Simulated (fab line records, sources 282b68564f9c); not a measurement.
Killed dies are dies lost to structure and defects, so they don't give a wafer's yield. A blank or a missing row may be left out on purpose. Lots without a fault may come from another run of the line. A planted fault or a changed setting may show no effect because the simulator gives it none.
A struck lot beside a sound one | flow rit_cmos | 18 steps out of a route of 202
Sound: wafers L233.1, L233.2, L233.3. Struck: wafers L230.1, L230.2, L230.4. The cause comes at the end.
At each step with rows: each side's tool, then ch and its chambers, then its first start. Under that, the readings that differ: sound wafers | struck wafers | difference of the means | sigmas: that difference in standard deviations of wafers without a fault.
alike: readings whose means differ by less than 2 such deviations, and words and numbers that are the same on both sides. not compared: withheld readings, readings that some wafer has no value for, bounds like >300 that may hide the same value, and numbers for which the record gives no deviation and whose values overlap.
The two part at a step that has a row with sigmas, a row that says differs or no value, or rows on one side only. Numbers that don't overlap but have no deviation are shown without sigmas and don't part them. A reading that every wafer of one side lacks parts them only if that side has two wafers or more.

RIT_ACTIVE_BOW_MEAS_00:
  sound on film_metro-02, day 3 12:00; struck on film_metro-03, day 2 21:00
  alike: INCOMING_BOW
then, 1 step without rows for these wafers: RIT_ACTIVE_OXIDATION_01 (target thk 46.8 nm, ox time 3360 s).
RIT_ACTIVE_THK_MEAS_02:
  sound on film_metro-03, day 3 14:19; struck on film_metro-02, day 2 23:42
  alike: ACTIVE_OXIDE_THK
then, 1 step without rows for these wafers: RIT_ACTIVE_CVD_03 (deposits Si3N4 from SiH2Cl2/NH3, target thk 150 nm, time 1500 s).
RIT_ACTIVE_THK_MEAS_04:
  sound on film_metro-03, day 3 15:48; struck on film_metro-03, day 3 01:11
  alike: ACTIVE_NITRIDE_THK
then, 5 steps without rows for these wafers: RIT_ACTIVE_HMDS_05 (prime time 60 s); RIT_ACTIVE_COAT_06 (resist thk 1000 nm); RIT_ACTIVE_SOFTBAKE_07 (time 60 s); RIT_ACTIVE_EXPOSE_08 (exposes mask M1, target cd 1400 nm); RIT_ACTIVE_PEB_09.
RIT_ACTIVE_DEVELOP_10: develop time 50 s.
  sound on litho_track-03 ch 0, day 3 16:00; struck on litho_track-01 ch 0, day 3 02:00
then, 1 step without rows for these wafers: RIT_ACTIVE_HARDBAKE_12 (time 60 s).
RIT_ACTIVE_ETCH_13: etches Si3N4 in SF6, stops on SiO2, time 210 s, target depth 210 nm.
  sound on rie_diel-04 ch 0,1,3, day 3 17:06; struck on rie_diel-01 ch 0,1,2, day 3 02:29
  alike: drypump_motor_current_A, oes_product_au, throttle_valve_pct
  not compared: rf_hours_counter_h
RIT_ACTIVE_STRIP_14: strips in O2, time 180 s.
  sound on plasma_asher-04 ch 0,1, day 3 17:14; struck on plasma_asher-03 ch 0,1, day 3 02:37
  alike: drypump_motor_current_A
  not compared: rf_hours_counter_h
then, 3 steps without rows for these wafers: RIT_ACTIVE_CLEAN_15 (cleans in SC1, time 600 s); RIT_ACTIVE_CLEAN_16 (cleans in dHF, time 30 s); RIT_ACTIVE_CLEAN_17 (cleans in SC2, time 600 s).
RIT_M1_PROBE_99:
  the record has rows for the struck wafers here (prober-02, day 4 21:57) and none for the sound ones

WHERE THEY PART
Only at RIT_M1_PROBE_99, within this record.

WHY: what the simulator had put in
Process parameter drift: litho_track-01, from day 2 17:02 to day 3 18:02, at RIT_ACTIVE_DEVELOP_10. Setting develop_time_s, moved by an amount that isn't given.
